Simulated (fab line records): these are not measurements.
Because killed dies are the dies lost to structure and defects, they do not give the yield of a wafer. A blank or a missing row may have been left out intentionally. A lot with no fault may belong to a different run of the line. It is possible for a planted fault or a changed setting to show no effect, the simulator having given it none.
fab line records -- flow rit-cmos
record: lots: 14, wafers: 42, last-day: 7
route steps=202 shown M1@190
lots that met no fault: taken from a fault-free run of the same line
start-h: hours from the record's first day to the start of the lot's first wafer shown -- wait-h: hours from the lot's prior step to this one -- " repeats the value in the row above -- L1.1+2: a row that stands for several wafers -- - no value present, or no start provided -- * or withheld: withheld -- < > ~ a bound
route shown NAME@n: NAME is a module with steps in the file, n the number in the route of the first one -- usual: mean/standard deviation of fault-free wafers -- same: alike in all rows -- chamber/n: place in a boat -- sites: readings site by site -- _std_site: the standard deviation of these -- _edge_site: the outer-site mean with the inner-site mean subtracted -- radius-mm: how far each site lies from the wafer's centre -- mask NAME#n: copy n -- behind: the last tool/chamber to shape the wafer -- hold: why the lot went on hold/how many hours it stayed there/how the hold came to an end -- device: the n, p or np transistor that did not switch -- end of line: tests of these same wafers at the route's end -- a step with no rows: only its recipe -- killed: dies that structure and defects cost at the first sort, which is not the same as the wafer's yield -- map: a wafer's dies, marking killed ones x, the rest . and places with no die _
set.NAME: setting as actually run; set.NAME@STEP: the setting as run at that earlier step -- model.NAME: the simulator's own value behind a step, which no gauge read
a sample of lots followed through the steps of the route, with each step as a table and each wafer as a row
services: the hour from which a tool's chamber was out of use, counted from the record's first day as start-h (under 0 if before that day), plus the number of hours and why
== steps ==
step: RIT_M1_EXPOSE_06
recipe: mask-id: M12, na: 0.6, source-shape: conventional, sigma-outer: 0.5, target-cd-nm: 2600, dose-mj: 250
usual: exposure-dose-mJ-cm2: 252.09/0.28, focus-offset-nm: 0.0/0.57, na: 0.6/0
lot.wafer,tool,chamber,start-h,wait-h,mask,exposure-dose-mJ-cm2,focus-offset-nm,na
L195.2,iline-stepper-01,0,60.59,0.2,M12#0,251.63,-0.4,0.6
L195.3,iline-stepper-01,0,60.59,0.2,M12#0,251.96,0.3,0.6
L195.5,iline-stepper-01,0,60.59,0.2,M12#0,251.85,0.1,0.6
L196.1,iline-stepper-01,0,62.92,0.1,M12#0,251.88,0.9,0.6
L196.2,iline-stepper-01,0,62.92,0.1,M12#0,252.05,1.3,0.6
L196.4,iline-stepper-01,0,62.92,0.1,M12#0,252.20,0.3,0.6
L197.1,iline-stepper-01,0,66.60,0.1,M12#0,251.68,0.4,0.6
L197.2,iline-stepper-01,0,66.60,0.1,M12#0,251.47,-0.2,0.6
L197.6,iline-stepper-01,0,66.60,0.1,M12#0,251.99,0.1,0.6
L200.2,iline-stepper-02,0,79.85,0.2,M12#0,251.88,0.7,0.6
L200.3,iline-stepper-02,0,79.85,0.2,M12#0,252.46,0.2,0.6
L200.5,iline-stepper-02,0,79.85,0.2,M12#0,252.45,0.1,0.6
L201.1,iline-stepper-02,0,83.54,0.1,M12#0,251.44,0.4,0.6
L201.4,iline-stepper-02,0,83.54,0.1,M12#0,251.85,0.1,0.6
L201.6,iline-stepper-02,0,83.54,0.1,M12#0,251.73,0.8,0.6
L204.2,iline-stepper-01,0,99.74,0.2,M12#0,252.28,-1.4,0.6
L204.4,iline-stepper-01,0,99.74,0.2,M12#0,252.30,-1.1,0.6
L204.5,iline-stepper-01,0,99.74,0.2,M12#0,252.16,-0.5,0.6
L206.2,iline-stepper-01,0,110.20,0.1,M12#0,252.06,0.3,0.6
L206.4,iline-stepper-01,0,110.20,0.1,M12#0,252.26,-0.5,0.6
L206.5,iline-stepper-01,0,110.20,0.1,M12#0,252.45,0.2,0.6
L208.1,iline-stepper-01,-,119.92,0.1,M12#0,-,-,-
L208.3,iline-stepper-01,-,119.92,0.1,M12#0,-,-,-
L208.4,iline-stepper-01,-,119.92,0.1,M12#0,-,-,-
L209.2,iline-stepper-02,-,123.85,0.2,M12#0,-,-,-
L209.4,iline-stepper-02,-,123.85,0.2,M12#0,-,-,-
L209.5,iline-stepper-02,-,123.85,0.2,M12#0,-,-,-
L212.1,iline-stepper-01,0,144.15,0.2,M12#0,252.30,0.1,0.6
L212.3,iline-stepper-01,0,144.15,0.2,M12#0,252.20,0.1,0.6
L212.5,iline-stepper-01,0,144.15,0.2,M12#0,252.02,0.0,0.6
L213.1,iline-stepper-01,0,154.33,0.1,M12#0,252.71,-0.4,0.6
L213.3,iline-stepper-01,0,154.33,0.1,M12#0,252.39,-0.3,0.6
L213.4,iline-stepper-01,0,154.33,0.1,M12#0,252.79,0.0,0.6
L214.1,iline-stepper-02,0,156.30,0.2,M12#0,251.83,-0.2,0.6
L214.5,iline-stepper-02,0,156.30,0.2,M12#0,252.17,0.5,0.6
L214.6,iline-stepper-02,0,156.30,0.2,M12#0,252.25,-0.2,0.6
L216.3,iline-stepper-02,0,167.97,0.1,M12#0,252.23,-0.3,0.6
L216.4,iline-stepper-02,0,167.97,0.1,M12#0,251.89,0.0,0.6
L216.5,iline-stepper-02,0,167.97,0.1,M12#0,252.26,-0.5,0.6
L217.1,iline-stepper-02,0,173.23,0.1,M12#0,252.39,-0.4,0.6
L217.3,iline-stepper-02,0,173.23,0.1,M12#0,252.06,-0.1,0.6
L217.5,iline-stepper-02,0,173.23,0.1,M12#0,252.81,-0.3,0.6
== services ==
tool,chamber,start-h,hours,kind
iline-stepper-01,-,39.28,4.4,pm
iline-stepper-02,-,119.07,1.7,pm
iline-stepper-01,-,148.04,1.7,pm
iline-stepper-01,-,150.85,2.4,repair
== key ==
first-sign: step: RIT_M1_EXPOSE_06, reading: tool-record, direction: missing
effect none on later readings
met-at RIT_M1_EXPOSE_06
struck-lots L208,L209
later-rows-left-out L208.1,L208.3,L208.4,L209.2,L209.4,L209.5
sort-left-out L208.1,L208.3,L208.4,L209.2,L209.4,L209.5
onset-between 110.20 119.92
fault: kind: skipped-step-whole, tool: iline-stepper-01,iline-stepper-02, chamber: -, onset-h: 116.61, steps: RIT_M1_EXPOSE_06, scope: struck-lots-only
sort-left-out: the simulated sort isn't trusted on such a fault, so these wafers' sort isn't shown, and their yield isn't known
later-rows-left-out: the simulator's readings of these wafers behind a module that went badly wrong aren't trusted and aren't shown, but for the sort
